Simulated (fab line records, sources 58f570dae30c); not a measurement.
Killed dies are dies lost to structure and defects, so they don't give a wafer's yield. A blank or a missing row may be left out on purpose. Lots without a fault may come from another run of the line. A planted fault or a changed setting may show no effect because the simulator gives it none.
A struck lot beside a sound one | flow berkeley_cmos170 | 14 steps out of a route of 331
Sound: wafers L679.1, L679.3, L679.4. Struck: wafers L684.1, L684.3, L684.6. The cause comes at the end.
At each step with rows: each side's tool, then ch and its chambers, then its first start. Under that, the readings that differ: sound wafers | struck wafers | difference of the means | sigmas: that difference in standard deviations of wafers without a fault.
alike: readings whose means differ by less than 2 such deviations, and words and numbers that are the same on both sides. not compared: withheld readings, readings that some wafer has no value for, bounds like >300 that may hide the same value, and numbers for which the record gives no deviation and whose values overlap.
The two part at a step that has a row with sigmas, a row that says differs or no value, or rows on one side only. Numbers that don't overlap but have no deviation are shown without sigmas and don't part them. A reading that every wafer of one side lacks parts them only if that side has two wafers or more.

first, 1 step without rows for these wafers: UCB170_CONTACT_CLEAN_07 (cleans in SPM, time 600 s).
UCB170_CONTACT_RTA_08: time 10 s.
  sound on rtp_anneal-01 ch 0, day 10 20:42; struck on rtp_anneal-02 ch 0, day 10 22:07
  reading            | sound             | struck            | difference | sigmas
  lamp_power_pct (%) | 28.36 28.41 28.33 | 28.91 28.95 28.95 | +0.57      | +2
  alike: wafer_temp_C_max
then, 6 steps without rows for these wafers: UCB170_CONTACT_COAT_09; UCB170_CONTACT_COAT_10 (resist thk 900 nm); UCB170_CONTACT_SOFTBAKE_11 (time 60 s); UCB170_CONTACT_EXPOSE_12 (exposes mask CONT, target cd 700 nm); UCB170_CONTACT_PEB_13; UCB170_CONTACT_DEVELOP_14 (develop time 45 s).
UCB170_CONTACT_CD_MEAS_15: target cd 700 nm.
  sound on cd_sem-01, day 10 21:43; struck on cd_sem-02, day 10 23:01
  alike: cd_nm
UCB170_CONTACT_OVL_MEAS_16:
  sound on overlay-01, day 10 21:50; struck on overlay-02, day 10 23:08
  alike: CONTACT_OVL
UCB170_CONTACT_ETCH_17: etches BARC in N2/H2.
  sound on rie_diel-03 ch 0,1,2, day 10 21:52; struck on rie_diel-03 ch 0,1,2, day 10 23:10
  alike: chamber_pressure_mTorr, drypump_motor_current_A, oes_product_au, throttle_valve_pct
UCB170_CONTACT_ETCH_18: etches PSG in CHF3/CF4/Ar, stops on TiSi2, target depth 840 nm, time 195 s.
  sound on rie_diel-03 ch 0,1,2; struck on rie_diel-03 ch 0,1,2
  alike: cf4_flow_sccm, chamber_pressure_mTorr, drypump_motor_current_A, oes_product_au, throttle_valve_pct
  not compared: rf_hours_counter_h
UCB170_CONTACT_STRIP_19: strips in O2.
  sound on plasma_asher-04 ch 0,1, day 10 22:02; struck on plasma_asher-04 ch 0,1, day 10 23:20
  no value came back on the struck wafers for chamber_pressure_mTorr (mTorr), drypump_motor_current_A (A), oes_product_au (a.u.); on the sound wafers chamber_pressure_mTorr (mTorr) reads 3499 3500 3501
  reading                                  | sound | struck          | difference | sigmas
  model.KrF_of_CONTACT_COAT_10.thk_nm (nm) | 0 0 0 | 695.5 694.3 701 | +696.9     |
  not compared: rf_hours_counter_h
UCB170_CONTACT_CD_MEAS_90: target cd 700 nm.
  sound on cd_sem-02, day 10 22:08; struck on cd_sem-02, day 10 23:26
  alike: cd_nm

WHERE THEY PART
First at UCB170_CONTACT_RTA_08; last, within this record, at UCB170_CONTACT_STRIP_19. Later steps at which nothing parts them and some readings are alike: UCB170_CONTACT_CD_MEAS_90.

WHY: what the simulator had put in
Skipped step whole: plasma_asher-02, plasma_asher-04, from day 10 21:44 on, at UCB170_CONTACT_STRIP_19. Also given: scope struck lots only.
